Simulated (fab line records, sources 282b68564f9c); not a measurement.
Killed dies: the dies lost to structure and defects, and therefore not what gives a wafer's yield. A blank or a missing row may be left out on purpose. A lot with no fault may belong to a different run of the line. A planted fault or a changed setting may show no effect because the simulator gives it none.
Code-filled problem report in 8D (eight disciplines) form + flow rit-cmos + the parts of the form that need people (team, actions taken, sign-off) are left out

== 1. THE ISSUE ==
cd-nm at RIT_CONTACT_CD_MEAS_08 reads a mean of 1020.0 nm on 3 wafers of 1 lot; wafers without a fault read 999.7 nm with a standard deviation of 2.3. Measured from the usual mean, that is +8.8 standard deviations.
The step: target cd 1000 nm.
Earliest sighting: wafer L719.3 on cd-sem-02 at day 6 04:17. The record holds 33 wafers of 11 lots with a number at this step. Rule for "out", or "out of limits": more than 4 standard deviations from the usual mean. The rest of the wafers with a number are treated as sound.

== 2. WHAT IT IS, WHAT IT ISN'T ==
| question                    | is                     | is not                                                                          |
|-----------------------------|------------------------|---------------------------------------------------------------------------------|
| which readings at this step | cd-nm                  | -                                                                               |
| which lots                  | L719                   | L705, L706, L707, L708, L709, L710, L711, L722, L724, L726                      |
| which wafers of those lots  | all that have a number | -                                                                               |
| read on which gauges        | cd-sem-02              | cd-sem-01                                                                       |
| when                        | from day 6 04:17       | up to then (21 sound wafers); but 9 sound wafers of L722, L724, L726 came after |

== 3. WHAT RULES OUT EACH SUSPECT ==
Counting: a tool at a process step up to the reading stays a suspect if it ran every lot that is out and no sound lot after the first of them.
- the gauge at RIT_CONTACT_CD_MEAS_08 has been ruled out. All the wafers that are out were read on cd-sem-02, but those of them that RIT_CONTACT_EXPOSE_05 has rows for are out there too, on other tools.
- iline-stepper-01 at RIT_CONTACT_EXPOSE_05 (exposes mask M11, target cd 1000 nm): kept. It ran the lot that is out, L719 (day 6 03:47), and no sound lot after that; its last sound lot up to then is L710 (day 4 05:24). Out on those wafers are its own readings of exposure-dose-mJ-cm2.
The count leaves iline-stepper-01 at RIT_CONTACT_EXPOSE_05.

== 4. THE CAUSE (what the simulator had put in) ==
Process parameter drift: iline-stepper-01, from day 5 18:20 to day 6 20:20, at RIT_CONTACT_EXPOSE_05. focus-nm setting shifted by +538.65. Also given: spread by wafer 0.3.
The count eliminated every tool but this one.

== 5. SEQUENCE OF EFFECTS, ordered by route ==
One row per reading whose mean, taken over the struck wafers that have a number, lies over 3 standard deviations from the usual. Readings are gone through only where the record gives a usual standard deviation; hours: the median, over the lots, of the time from a lot's start at the first step in this table giving one to that lot's start at this step; sigmas: the change measured in usual standard deviations.
| hours | step                   | reading              | usual    | on struck wafers | change | sigmas |
|-------|------------------------|----------------------|----------|------------------|--------|--------|
| 0     | RIT_CONTACT_EXPOSE_05  | exposure-dose-mJ-cm2 | 249.96   | 247.41           | -2.55  | -11    |
| 1     | RIT_CONTACT_CD_MEAS_08 | cd-nm                | 999.7 nm | 1020.0           | +20.3  | +8.8   |
The process steps in it:
- RIT_CONTACT_EXPOSE_05: exposes mask M11, target cd 1000 nm.

== 6. HOW IT WOULD HAVE BEEN CAUGHT EARLIER ==
The first out-of-limits reading at a measuring or inspecting step in this record came at day 6 04:17, 10 hours after the fault's start at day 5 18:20.
Tool's own readings at RIT_CONTACT_EXPOSE_05, exposure-dose-mJ-cm2: out on all struck wafers the step has rows for; an alarm limit on them would have tripped on the first.
Each of the lots that are out, 1 in all, had begun RIT_CONTACT_EXPOSE_05 on iline-stepper-01 no later than day 6 04:17. None of them would have been spared by holding the tool at that moment.
